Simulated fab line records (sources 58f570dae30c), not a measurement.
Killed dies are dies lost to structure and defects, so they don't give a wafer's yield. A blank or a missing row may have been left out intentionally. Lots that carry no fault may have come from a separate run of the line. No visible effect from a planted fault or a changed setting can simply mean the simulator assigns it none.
fab line records	flow berkeleyCmos170
record: lots: 7	wafers: 21	lastDay: 11
route steps=331 shown M1@242 V1@254
lots with no fault: from the same line, run without faults
startH: hours from the record's first day to the start of the lot's first wafer shown	waitH: hours from the lot's prior step to this one	" the same as in the row above	L1.1+2: a row that stands for several wafers	- no value, or no start given	* or withheld: withheld	< > ~ a bound
route shown NAME@n: names a module that has steps shown in the file, with the first one's number in the route	usual: mean and standard deviation over wafers with no fault	same: alike in all rows	chamber/n: place in a boat	sites: the reading at each site	_std_site: the values' standard deviation	_edge_site: the outer-site mean with the inner-site mean subtracted	radiusMm: how far each site lies from the wafer's centre	mask NAME#n: copy n	behind: the tool/chamber that last shaped the wafer	hold: what put the lot on hold/how long, in hours/how the hold closed	device: the transistor (n, p or np) that didn't switch	end of line: the same wafers' tests at the end of the route	a step with no rows: only its recipe	killed: the dies lost at the first sort to structure and to defects; this is not the yield of the wafer	map: a wafer's dies, marking killed ones x, the rest . and places with no die _
set.NAME: the run value of the setting; set.NAME@STEP: its run value at that earlier step	model.NAME: the simulator's own value behind a step, which no gauge read
certain route steps with their lots: each step a table, each wafer a row
services: when a tool's chamber went out of use (startH, in hours from the record's first day, below 0 if earlier), for how many hours, and the reason
== steps ==
step: UCB170_M1_COAT_04
recipe: resist: KrF	spinRpm: 1500	resistThkNm: 900
step: UCB170_M1_SOFTBAKE_05
recipe: resist: KrF	tempC: 130	timeS: 60
step: UCB170_M1_EXPOSE_06
recipe: maskId: METAL1	targetCdNm: 700	na: 0.5	sigmaOuter: 0.6	sourceShape: conventional	doseMj: 21
step: UCB170_M1_PEB_07
recipe: pebTempC: 130	pebTimeS: withheld	resist: KrF
step: UCB170_M1_DEVELOP_08
recipe: developer: TMAH	developTimeS: 45	resist: KrF	devTempC: 21
step: UCB170_M1_CD_MEAS_09
recipe: targetCdNm: 700
usual: cdNm: 699.9/1.5
lot.wafer	tool	chamber	startH	waitH	cdNm
L880.2	cdSem-02	-	158.62	-	700.2
L880.3	"	-	"	"	699.7
L880.5	"	-	"	"	699.7
L885.1	cdSem-01	-	171.57	-	698.3
L885.2	"	-	"	"	699.7
L885.5	"	-	"	"	698.8
L889.1	cdSem-02	-	206.11	-	701.1
L889.5	"	-	"	"	700.1
L889.6	"	-	"	"	700.3
L892.2	cdSem-01	-	214.06	-	698.8
L892.3	"	-	"	"	698.0
L892.6	"	-	"	"	699.8
L893.1	cdSem-01	-	227.75	-	698.0
L893.3	"	-	"	"	696.5
L893.4	"	-	"	"	697.0
L899.3	cdSem-02	-	245.47	-	699.0
L899.5	"	-	"	"	698.7
L899.6	"	-	"	"	699.7
L902.2	cdSem-01	-	248.10	-	699.9
L902.5	"	-	"	"	700.6
L902.6	"	-	"	"	700.7
step: UCB170_M1_OVL_MEAS_10
usual: M1_OVL: -1/4.2
lot.wafer	tool	chamber	startH	waitH	M1_OVL[nm]
L880.2	overlay-02	-	158.72	0.1	3
L880.3	"	-	"	"	1
L880.5	"	-	"	"	5
L885.1	overlay-02	-	171.69	0.1	-2
L885.2	"	-	"	"	-4
L885.5	"	-	"	"	-4
L889.1	overlay-01	-	206.23	0.1	1
L889.5	"	-	"	"	-2
L889.6	"	-	"	"	-2
L892.2	overlay-01	-	214.17	0.1	-9
L892.3	"	-	"	"	-7
L892.6	"	-	"	"	-5
L893.1	overlay-02	-	227.87	0.1	-7
L893.3	"	-	"	"	-3
L893.4	"	-	"	"	-2
L899.3	overlay-01	-	245.56	0.1	1
L899.5	"	-	"	"	7
L899.6	"	-	"	"	3
L902.2	overlay-02	-	248.21	0.1	-5
L902.5	"	-	"	"	4
L902.6	"	-	"	"	-3
step: UCB170_M1_ETCH_11
recipe: chemistry: N2/H2	targetDepthA: withheld	overetchA: withheld	target: BARC	timeS: withheld	sourceW: 500	biasW: 100	pressureMtorr: 30	n2FlowSccm: 100	h2FlowSccm: 200
usual: chamberPressureMTorr: 30.003/0.027	drypumpMotorCurrentA: 5.5/0.43	oesProductAu: 1.001/0.015	throttleValvePct: 13.36/0.2
lot.wafer	tool	chamber	startH	waitH	chamberPressureMTorr	drypumpMotorCurrentA	oesProductAu	throttleValvePct
L880.2	rieDiel-04	1	158.75	0.0	29.953	5.8	1.003	13.49
L880.3	"	3	"	"	30.015	5.2	1.008	13.25
L880.5	"	2	"	"	30.001	5.4	1.004	13.07
L885.1	rieDiel-02	2	171.72	0.0	30.012	5.2	1.011	13.12
L885.2	"	0	"	"	30.057	6.1	1.000	13.40
L885.5	"	2	"	"	30.013	5.2	1.014	13.13
L889.1	rieDiel-04	1	206.26	0.0	30.019	5.9	1.006	13.48
L889.5	"	1	"	"	29.980	5.9	1.005	13.50
L889.6	"	2	"	"	29.989	5.4	1.009	13.05
L892.2	rieDiel-02	2	214.20	0.0	29.992	5.2	1.010	13.13
L892.3	"	1	"	"	30.024	4.7	1.008	13.46
L892.6	"	0	"	"	30.002	6.1	1.004	13.41
L893.1	rieDiel-04	3	227.91	0.0	30.060	5.2	1.002	13.26
L893.3	"	0	"	"	29.958	5.6	0.991	13.59
L893.4	"	1	"	"	30.027	5.9	1.006	13.50
L899.3	rieDiel-01	3	245.59	0.0	29.952	5.6	1.019	13.11
L899.5	"	2	"	"	29.955	5.0	1.019	13.44
L899.6	"	1	"	"	29.992	5.0	0.975	13.44
L902.2	rieDiel-04	2	248.24	0.0	29.977	5.4	1.016	13.04
L902.5	"	3	"	"	30.012	5.2	1.009	13.25
L902.6	"	0	"	"	29.985	5.6	1.007	13.58
step: UCB170_M1_METAL_ETCH_12
recipe: chemistry: Cl2/BCl3	target: Al	stopOn: PSG	pressureMtorr: 12	targetDepthA: 7800	overEtchFrac: 0.3	timeS: 130	icpW: 600	biasW: 120	Cl2_flow_sccm: 90	bcl3FlowSccm: 45
usual: chamberPressureMTorr: 12.001/0.01	drypumpMotorCurrentA: 5.3/0.33	oesProductAu: 0.880/0.017	throttleValvePct: 24.49/0.18
lot.wafer	tool	chamber	startH	waitH	chamberPressureMTorr	drypumpMotorCurrentA	oesProductAu	rfHoursCounterH	throttleValvePct
L880.2	rieMetal-01	0	158.80	-	12.018	4.7	0.852	0	24.53
L880.3	"	0	"	"	11.991	4.7	0.855	-	24.54
L880.5	"	1	"	"	12.017	5.4	0.873	-	24.53
L885.1	rieMetal-01	0	171.77	-	11.996	4.7	0.863	1	24.53
L885.2	"	1	"	"	11.995	5.3	0.870	8	24.53
L885.5	"	1	"	"	11.990	5.3	0.880	-	24.52
L889.1	rieMetal-04	0	206.30	-	12.017	5.4	0.908	3	24.63
L889.5	"	1	"	"	12.027	5.1	0.893	-	24.40
L889.6	"	0	"	"	12.016	5.4	0.890	-	24.67
L892.2	rieMetal-01	1	214.24	-	12.001	5.4	0.881	9	24.52
L892.3	"	0	"	"	12.003	4.7	0.863	-	24.54
L892.6	"	1	"	"	11.994	5.4	0.881	-	24.52
L893.1	rieMetal-01	0	227.95	-	11.994	4.7	0.859	3	24.53
L893.3	"	0	"	"	12.027	4.7	0.858	-	24.52
L893.4	"	1	"	"	11.996	5.4	0.878	-	24.50
L899.3	rieMetal-01	0	245.68	-	12.004	4.7	0.852	-	24.53
L899.5	"	0	"	"	12.006	4.7	0.870	-	24.52
L899.6	"	1	"	"	11.987	5.4	0.869	-	24.52
L902.2	rieMetal-02	1	248.28	-	11.994	5.9	0.888	4	24.05
L902.5	"	0	"	"	11.998	5.4	0.864	-	24.63
L902.6	"	1	"	"	12.019	5.9	0.900	-	24.04
step: UCB170_M1_STRIP_13
recipe: chemistry: O2	powerW: 400	pressureMtorr: 3500	platenTempC: withheld	o2FlowSccm: 400	overashFraction: 0.5
usual: chamberPressureMTorr: 3500/3.5	drypumpMotorCurrentA: 5.7/0.31	oesProductAu: 0.720/0.0048
lot.wafer	tool	chamber	startH	waitH	chamberPressureMTorr	drypumpMotorCurrentA	oesProductAu	rfHoursCounterH
L880.2	plasmaAsher-04	1	158.93	0.1	3497	5.3	0.715	43
L880.3	"	0	"	"	3505	5.7	0.716	-
L880.5	"	0	"	"	3497	5.7	0.714	-
L885.1	plasmaAsher-04	1	171.90	0.1	3494	5.4	0.711	44
L885.2	"	0	"	"	3501	5.7	0.723	44
L885.5	"	1	"	"	3497	5.3	0.720	-
L889.1	plasmaAsher-04	0	206.44	0.1	3497	5.7	0.715	48
L889.5	"	0	"	"	3498	5.7	0.724	-
L889.6	"	1	"	"	3501	5.4	0.721	-
L892.2	plasmaAsher-02	0	214.37	0.1	3491	5.2	0.729	9
L892.3	"	0	"	"	3503	5.2	0.716	-
L892.6	"	0	"	"	3501	5.2	0.724	-
L893.1	plasmaAsher-02	0	228.08	0.1	3502	5.2	0.725	11
L893.3	"	1	"	"	3506	5.8	0.715	-
L893.4	"	0	"	"	3503	5.2	0.724	-
L899.3	plasmaAsher-04	1	245.80	0.1	3497	5.4	0.726	-
L899.5	"	1	"	"	3502	5.4	0.716	-
L899.6	"	0	"	"	3500	5.7	0.713	-
L902.2	plasmaAsher-02	1	248.41	0.1	3504	5.8	0.720	14
L902.5	"	1	"	"	3495	5.8	0.722	-
L902.6	"	0	"	"	3499	5.2	0.724	-
step: UCB170_M1_CD_MEAS_90
recipe: targetCdNm: 700
usual: cdNm: 698.8/2.4
lot.wafer	tool	chamber	startH	waitH	cdNm
L880.2	cdSem-01	-	159.05	0.1	697.4
L880.3	"	-	"	"	698.4
L880.5	"	-	"	"	700.1
L885.1	cdSem-01	-	172.00	0.1	696.1
L885.2	"	-	"	"	700.5
L885.5	"	-	"	"	700.5
L889.1	cdSem-02	-	206.54	0.1	698.9
L889.5	"	-	"	"	695.6
L889.6	"	-	"	"	698.3
L892.2	cdSem-02	-	214.49	0.1	700.0
L892.3	"	-	"	"	697.4
L892.6	"	-	"	"	701.3
L893.1	cdSem-02	-	228.18	0.1	695.4
L893.3	"	-	"	"	694.6
L893.4	"	-	"	"	696.3
L899.3	cdSem-01	-	245.90	0.1	697.3
L899.5	"	-	"	"	697.9
L899.6	"	-	"	"	701.1
L902.2	cdSem-02	-	248.53	0.1	700.2
L902.5	"	-	"	"	700.3
L902.6	"	-	"	"	699.6
step: UCB170_M1_ANNEAL_14
recipe: tempC: 400	timeS: 1200	ambient: formingGas
step: UCB170_V1_CVD_00
recipe: material: SiO2	targetThkNm: 2000	tempC: 390	precursor: TEOS/O2	timeS: 250	rfW: 550	pressureMtorr: 9000
usual: heaterPowerW: 268/50
lot.wafer	tool	chamber	startH	waitH	heaterPowerW
L880.2	pecvd-04	2	164.98	0.0	326
L880.3	"	0	"	"	268
L880.5	"	2	"	"	222
L885.1	pecvd-04	1	178.16	0.0	299
L885.2	"	0	"	"	285
L885.5	"	0	"	"	218
L889.1	pecvd-04	2	210.02	0.0	312
L889.5	"	1	"	"	343
L889.6	"	2	"	"	227
L892.2	pecvd-04	1	216.61	0.0	337
L892.3	"	0	"	"	265
L892.6	"	0	"	"	214
L893.1	pecvd-04	2	230.36	0.2	278
L893.3	"	1	"	"	247
L893.4	"	1	"	"	338
L899.3	pecvd-01	1	252.77	0.2	321
L899.5	"	0	"	"	165
L899.6	"	2	"	"	217
L902.2	pecvd-01	2	252.92	0.3	303
L902.5	"	2	"	"	221
L902.6	"	1	"	"	273
step: UCB170_V1_THK_MEAS_01
recipe: reads: SiO2_of_V1_CVD_00
usual: V1_TEOS_THK: 2003/25
lot.wafer	tool	chamber	startH	waitH	V1_TEOS_THK[nm]
L880.2	filmMetro-04	-	165.14	0.1	1977
L880.3	"	-	"	"	1980
L880.5	"	-	"	"	2006
L885.1	filmMetro-03	-	178.32	0.1	1933
L885.2	"	-	"	"	1965
L885.5	"	-	"	"	2019
L889.1	filmMetro-04	-	210.18	0.1	1522
L889.5	"	-	"	"	1571
L889.6	"	-	"	"	1571
L892.2	filmMetro-04	-	216.78	0.1	1515
L892.3	"	-	"	"	1535
L892.6	"	-	"	"	1578
L893.1	filmMetro-03	-	230.52	0.1	1524
L893.3	"	-	"	"	1512
L893.4	"	-	"	"	1550
L899.3	filmMetro-01	-	252.94	0.1	2002
L899.5	"	-	"	"	2026
L899.6	"	-	"	"	2065
L902.2	filmMetro-03	-	253.09	0.1	2010
L902.5	"	-	"	"	2036
L902.6	"	-	"	"	2037
step: UCB170_V1_CMP_02
recipe: material: SiO2	downForcePsi: 6	platenRpm: 60	padVelocityMS: 0.75398
step: UCB170_V1_BOW_MEAS_03
recipe: mode: bow
usual: V1_BOW: 19/7.4
lot.wafer	tool	chamber	startH	waitH	V1_BOW[um]
L880.2	filmMetro-01	-	165.51	0.3	34
L880.3	"	-	"	"	23
L880.5	"	-	"	"	26
L885.1	filmMetro-04	-	178.68	0.2	9
L885.2	"	-	"	"	14
L885.5	"	-	"	"	33
L889.1	filmMetro-01	-	210.54	0.2	17
L889.5	"	-	"	"	26
L889.6	"	-	"	"	28
L892.2	filmMetro-04	-	217.45	0.1	17
L892.3	"	-	"	"	22
L892.6	"	-	"	"	17
L893.1	filmMetro-01	-	231.02	0.1	9
L893.3	"	-	"	"	21
L893.4	"	-	"	"	18
L899.3	filmMetro-04	-	253.47	0.3	19
L899.5	"	-	"	"	12
L899.6	"	-	"	"	16
L902.2	filmMetro-01	-	253.75	0.2	16
L902.5	"	-	"	"	31
L902.6	"	-	"	"	23
step: UCB170_V1_THK_MEAS_04
recipe: reads: SiO2_of_V1_CVD_00
usual: V1_POLISHED_THK: 1000.8/1.2
lot.wafer	tool	chamber	startH	waitH	V1_POLISHED_THK[nm]
L880.2	filmMetro-01	-	165.62	0.1	1001.4
L880.3	"	-	"	"	1000.4
L880.5	"	-	"	"	1000.1
L885.1	filmMetro-04	-	178.80	0.1	1000.5
L885.2	"	-	"	"	1001.3
L885.5	"	-	"	"	1000.9
L889.1	filmMetro-01	-	210.66	0.1	560.5
L889.5	"	-	"	"	558.3
L889.6	"	-	"	"	557.6
L892.2	filmMetro-04	-	217.56	0.1	563.2
L892.3	"	-	"	"	561.7
L892.6	"	-	"	"	557.7
L893.1	filmMetro-01	-	231.14	0.1	560.6
L893.3	"	-	"	"	562.3
L893.4	"	-	"	"	558.5
L899.3	filmMetro-04	-	253.57	0.1	999.9
L899.5	"	-	"	"	1000.3
L899.6	"	-	"	"	1000.1
L902.2	filmMetro-01	-	253.86	0.1	1001.7
L902.5	"	-	"	"	999.7
L902.6	"	-	"	"	1000.6
step: UCB170_V1_CLEAN_05
recipe: chemistry: DIW
step: UCB170_V1_HMDS_06
recipe: primeTimeS: 60	primeTempC: 100
step: UCB170_V1_COAT_07
recipe: resist: KrF	spinRpm: 1500	resistThkNm: 900
step: UCB170_V1_SOFTBAKE_08
recipe: resist: KrF	tempC: 130	timeS: 60
step: UCB170_V1_EXPOSE_09
recipe: maskId: VIA1	targetCdNm: 700	na: 0.5	sigmaOuter: 0.6	sourceShape: conventional	doseMj: 37
step: UCB170_V1_PEB_10
recipe: pebTempC: 130	pebTimeS: withheld	resist: KrF
usual: plateSensorTCentreC: 131.41/0.0093	plateSensorTEdgeC: 131.53/0.01	resistLineTempC: 23.01/0.098
lot.wafer	tool	chamber	startH	waitH	plateSensorTCentreC	plateSensorTEdgeC	resistLineTempC
L880.2	lithoTrack-03	0	166.55	0.1	131.39	131.52	23.09
L880.3	"	0	"	"	131.41	131.52	23.04
L880.5	"	0	"	"	131.41	131.54	23.08
L885.1	lithoTrack-03	0	179.72	0.1	131.41	131.54	23.07
L885.2	"	0	"	"	131.41	131.53	22.94
L885.5	"	0	"	"	131.39	131.54	23.14
L889.1	lithoTrack-01	0	211.88	0.2	131.4	131.53	23.00
L889.5	"	0	"	"	131.41	131.55	23.03
L889.6	"	0	"	"	131.42	131.54	23.04
L892.2	lithoTrack-02	0	219.13	0.1	131.43	131.52	22.99
L892.3	"	0	"	"	131.41	131.53	22.99
L892.6	"	0	"	"	131.42	131.52	23.12
L893.1	lithoTrack-01	0	233.26	0.4	131.4	131.53	22.91
L893.3	"	0	"	"	131.41	131.51	22.95
L893.4	"	0	"	"	131.42	131.53	23.11
L899.3	lithoTrack-01	0	255.40	0.6	131.41	131.53	23.09
L899.5	"	0	"	"	131.39	131.5	22.83
L899.6	"	0	"	"	131.41	131.54	22.95
L902.2	lithoTrack-03	0	255.94	0.5	131.41	131.55	23.08
L902.5	"	0	"	"	131.4	131.53	22.91
L902.6	"	0	"	"	131.41	131.52	23.07
step: UCB170_V1_DEVELOP_11
recipe: developer: TMAH	developTimeS: 45	resist: KrF	devTempC: 21
step: UCB170_V1_CD_MEAS_12
recipe: targetCdNm: 700
usual: cdNm: 699.7/1.4
lot.wafer	tool	chamber	startH	waitH	cdNm
L880.2	cdSem-01	-	166.82	-	701.4
L880.3	"	-	"	"	700.8
L880.5	"	-	"	"	701.5
L885.1	cdSem-02	-	180.00	-	698.5
L885.2	"	-	"	"	699.8
L885.5	"	-	"	"	699.8
L889.1	cdSem-01	-	212.16	-	698.9
L889.5	"	-	"	"	699.4
L889.6	"	-	"	"	699.6
L892.2	cdSem-02	-	219.40	-	702.6
L892.3	"	-	"	"	701.0
L892.6	"	-	"	"	698.9
L893.1	cdSem-02	-	233.60	-	700.7
L893.3	"	-	"	"	702.2
L893.4	"	-	"	"	701.2
L899.3	cdSem-02	-	255.66	-	701.5
L899.5	"	-	"	"	700.5
L899.6	"	-	"	"	700.3
L902.2	cdSem-01	-	256.29	-	700.1
L902.5	"	-	"	"	700.2
L902.6	"	-	"	"	699.4
step: UCB170_V1_OVL_MEAS_13
usual: V1_OVL: 0/6.5
lot.wafer	tool	chamber	startH	waitH	V1_OVL[nm]
L880.2	overlay-02	-	166.93	0.1	-1
L880.3	"	-	"	"	6
L880.5	"	-	"	"	6
L885.1	overlay-01	-	180.12	0.1	-4
L885.2	"	-	"	"	-6
L885.5	"	-	"	"	2
L889.1	overlay-01	-	212.28	0.1	-3
L889.5	"	-	"	"	-4
L889.6	"	-	"	"	-5
L892.2	overlay-01	-	219.51	0.1	3
L892.3	"	-	"	"	0
L892.6	"	-	"	"	1
L893.1	overlay-02	-	233.72	0.1	10
L893.3	"	-	"	"	3
L893.4	"	-	"	"	16
L899.3	overlay-01	-	255.76	0.1	-1
L899.5	"	-	"	"	1
L899.6	"	-	"	"	0
L902.2	overlay-02	-	256.40	0.1	-10
L902.5	"	-	"	"	-11
L902.6	"	-	"	"	-9
step: UCB170_V1_ETCH_14
recipe: chemistry: CHF3/CF4/Ar	target: SiO2	stopOn: Al	CHF3_flow_sccm: 45	cf4FlowSccm: 15	Ar_flow_sccm: 150	pressureMtorr: 200	rfW: 700	targetDepthA: 12500	overEtchFrac: 0.25	timeS: 291
usual: CHF3_flow_sccm: 45.01/0.14	chamberPressureMTorr: 199.96/0.19	drypumpMotorCurrentA: 5.8/0.53	oesProductAu: 0.875/0.009	throttleValvePct: 6.98/0.13
lot.wafer	tool	chamber	startH	waitH	CHF3_flow_sccm	chamberPressureMTorr	drypumpMotorCurrentA	oesProductAu	rfHoursCounterH	throttleValvePct
L880.2	rieDiel-01	3	166.96	0.0	44.97	199.99	5.5	0.880	114	6.83
L880.3	"	1	"	"	44.97	200.14	5.0	0.877	9	7.02
L880.5	"	0	"	"	45.04	200.01	5.9	0.862	-	6.83
L885.1	rieDiel-01	0	180.16	0.0	45.07	200.08	5.9	0.865	40	6.82
L885.2	"	3	"	"	45.30	200.18	5.5	0.877	115	6.84
L885.5	"	2	"	"	45.07	200.08	5.1	0.880	-	7.04
L889.1	rieDiel-03	0	212.31	0.0	44.83	199.94	5.9	0.670	20	7.04
L889.5	"	3	"	"	45.04	199.92	6.7	0.676	-	6.85
L889.6	"	2	"	"	44.90	200.04	6.5	0.690	-	7.13
L892.2	rieDiel-01	2	219.54	0.0	45.34	199.85	5.1	0.686	116	7.03
L892.3	"	3	"	"	45.13	200.13	5.5	0.685	117	6.81
L892.6	"	3	"	"	45.09	200.00	5.5	0.679	-	6.83
L893.1	rieDiel-04	2	233.76	0.0	44.87	199.81	5.4	0.677	53	6.70
L893.3	"	0	"	"	44.78	199.09	5.6	0.680	54	7.14
L893.4	"	3	"	"	45.11	199.95	5.2	0.678	17	6.85
L899.3	rieDiel-03	0	255.78	0.0	45.12	200.25	5.9	0.860	22	7.06
L899.5	"	2	"	"	44.89	199.92	6.5	0.886	-	7.12
L899.6	"	1	"	"	45.34	200.01	5.9	0.866	-	7.07
L902.2	rieDiel-01	0	256.43	0.0	44.86	199.97	5.9	0.868	44	6.81
L902.5	"	0	"	"	44.95	199.77	5.9	0.867	-	6.81
L902.6	"	1	"	"	44.83	200.11	5.0	0.871	-	7.05
step: UCB170_V1_STRIP_15
recipe: chemistry: O2	powerW: 400	pressureMtorr: 3500	platenTempC: withheld	o2FlowSccm: 400	overashFraction: 0.5
usual: chamberPressureMTorr: 3500/3.3	drypumpMotorCurrentA: 5.6/0.41	oesProductAu: 0.722/0.0046	stripTimeToEndpointS: 15.40/0.12
lot.wafer	tool	chamber	startH	waitH	chamberPressureMTorr	drypumpMotorCurrentA	oesProductAu	rfHoursCounterH	stripTimeToEndpointS
L880.2	plasmaAsher-02	1	167.14	0.1	3500	5.8	0.722	4	15.30
L880.3	"	1	"	"	3500	5.8	0.723	-	15.41
L880.5	"	0	"	"	3500	5.2	0.713	-	15.49
L885.1	plasmaAsher-01	0	180.33	0.1	3496	5.0	0.724	38	15.57
L885.2	"	1	"	"	3500	6.4	0.726	38	15.34
L885.5	"	0	"	"	3504	5.0	0.718	-	15.25
L889.1	plasmaAsher-04	1	212.49	0.1	3499	5.4	0.735	49	15.47
L889.5	"	0	"	"	3503	5.7	0.722	-	15.53
L889.6	"	1	"	"	3499	5.4	0.717	-	15.38
L892.2	plasmaAsher-02	0	219.72	0.1	3497	5.2	0.716	10	15.46
L892.3	"	1	"	"	3498	5.8	0.726	-	15.56
L892.6	"	1	"	"	3500	5.8	0.716	-	15.62
L893.1	plasmaAsher-01	1	233.93	0.1	3505	6.4	0.718	44	15.38
L893.3	"	0	"	"	3497	5.0	0.726	-	15.35
L893.4	"	1	"	"	3499	6.4	0.720	-	15.38
L899.3	plasmaAsher-04	1	255.99	0.1	3499	5.4	0.720	-	15.39
L899.5	"	0	"	"	3503	5.7	0.715	-	15.38
L899.6	"	1	"	"	3502	5.4	0.728	-	15.38
L902.2	plasmaAsher-02	1	256.61	0.1	3500	5.8	0.723	14	15.54
L902.5	"	1	"	"	3501	5.8	0.724	-	15.64
L902.6	"	0	"	"	3493	5.2	0.721	-	15.73
== services ==
tool	chamber	startH	hours	kind
rieDiel-03	1	193.92	3.0	repair
plasmaAsher-02	-	205.12	2.1	repair
rieDiel-04	3	214.29	6.5	repair
pecvd-04	0	221.81	6.5	repair
rieDiel-02	-	223.26	1.9	repair
rieDiel-03	2	227.47	1.5	repair
rieDiel-02	1	231.91	2.4	repair
rieDiel-03	-	237.47	0.9	repair
rieMetal-02	-	241.89	2.8	pm
rieDiel-03	-	245.10	4.0	pm
== key ==
firstSign: step: UCB170_V1_THK_MEAS_01	reading: V1_TEOS_THK	direction: down	sigmas: 18	usual: 2003	struck: 1542
effect: step: UCB170_V1_THK_MEAS_04	reading: V1_POLISHED_THK	direction: down	sigmas: 99+	usual: 1000.8	struck: 560.1
effect: step: UCB170_V1_ETCH_14	reading: oesProductAu	direction: down	sigmas: 22	usual: 0.875	struck: 0.680
metAt UCB170_V1_CVD_00
struckWafers L889.1,L889.5,L889.6,L892.2,L892.3,L892.6,L893.1,L893.3,L893.4
sortLeftOut L889.1,L889.5,L889.6,L892.2,L892.3,L892.6,L893.1,L893.3,L893.4
onsetBetween 178.16 210.02
fault: kind: siteProfileDrift	tool: pecvd-04	chamber: -	onsetH: 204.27	steps: UCB170_V1_CVD_00	basis: fraction	maxAbsDrift: 0.50829	slopeSharePerHr: 112.95	sitePattern: 0,0,0,0,0,-1,-1,-1,-1
sortLeftOut: the simulated sort isn't trusted on such a fault, so these wafers' sort isn't shown, and their yield isn't known
